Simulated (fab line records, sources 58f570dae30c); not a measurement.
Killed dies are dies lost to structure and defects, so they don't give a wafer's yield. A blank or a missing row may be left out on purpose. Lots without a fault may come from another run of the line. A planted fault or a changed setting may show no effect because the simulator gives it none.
Which tool did it? | flow berkeley_cmos170 | 7 lots, 21 wafers sampled, at 3 steps of a route of 331

WHAT THE GAUGES READ, wafer by wafer
UCB170_NWELL_THK_MEAS_02.
lot  | measured    | on            | NWELL_OXIDE_THK (nm)
L446 | day 2 09:18 | film_metro-02 | 25.7 26.2 25.9
L448 | day 2 19:03 | film_metro-01 | 26.6 26.4 26.6
L450 | day 3 01:40 | film_metro-01 | 25.6 25.8 25.6
L457 | day 4 12:51 | film_metro-02 | 26.6 27.0 26.2
L464 | day 6 00:14 | film_metro-01 | 28.0 27.7 27.6
L467 | day 6 21:50 | film_metro-03 | 27.1 26.7 26.7

WHICH TOOL RAN EACH LOT (tool, then ch and the chambers of the sampled wafers, then the start)
lot  | UCB170_ZERO_EXPOSE_03            | UCB170_ZERO_ETCH_06
L446 | krf_scanner-02 ch 0, day 2 02:44 | rie_diel-02 ch 2,3, day 2 03:06
L448 | krf_scanner-02 ch 0, day 2 15:35 | rie_diel-02 ch 2,3, day 2 16:14
L450 | krf_scanner-01 ch 0, day 2 23:31 | rie_diel-03 ch 1,2,3, day 2 23:55
L455 | krf_scanner-01, day 4 01:41      | rie_diel-03 ch 0,1,2, day 4 02:32
L457 | krf_scanner-02 ch 0, day 4 08:14 | rie_diel-03 ch 1,2,3, day 4 08:49
L464 | krf_scanner-01 ch 0, day 5 20:44 | rie_diel-04 ch 0,2, day 5 21:08
L467 | krf_scanner-02 ch 0, day 6 16:15 | rie_diel-04 ch 0,3, day 6 16:44
- UCB170_ZERO_EXPOSE_03: exposes mask PM MARKS, target cd 4000 nm.
- UCB170_ZERO_ETCH_06: etches SiO2 in CHF3/CF4/Ar, time 12 s.

THE ANSWER, worked out from the rows above alone
Rule: what is usual is taken from the lots themselves. Put in order of their means at a reading, lots are off if they are a third of the lots or fewer, leave a main group of 4 or more, and stand apart from it by a gap of 3 or more times the standard deviation of the main group's means; of several such gaps the widest counts. A main group whose means are all the same, to the digits that the tables above print for the reading, isn't used. A lot without any number at a reading at which 4 lots or more have one is off too. The other lots that the step has rows for count as sound.
No lot is off at any reading shown: from this, nothing can be told.

WHAT THE SIMULATOR HAD PUT IN
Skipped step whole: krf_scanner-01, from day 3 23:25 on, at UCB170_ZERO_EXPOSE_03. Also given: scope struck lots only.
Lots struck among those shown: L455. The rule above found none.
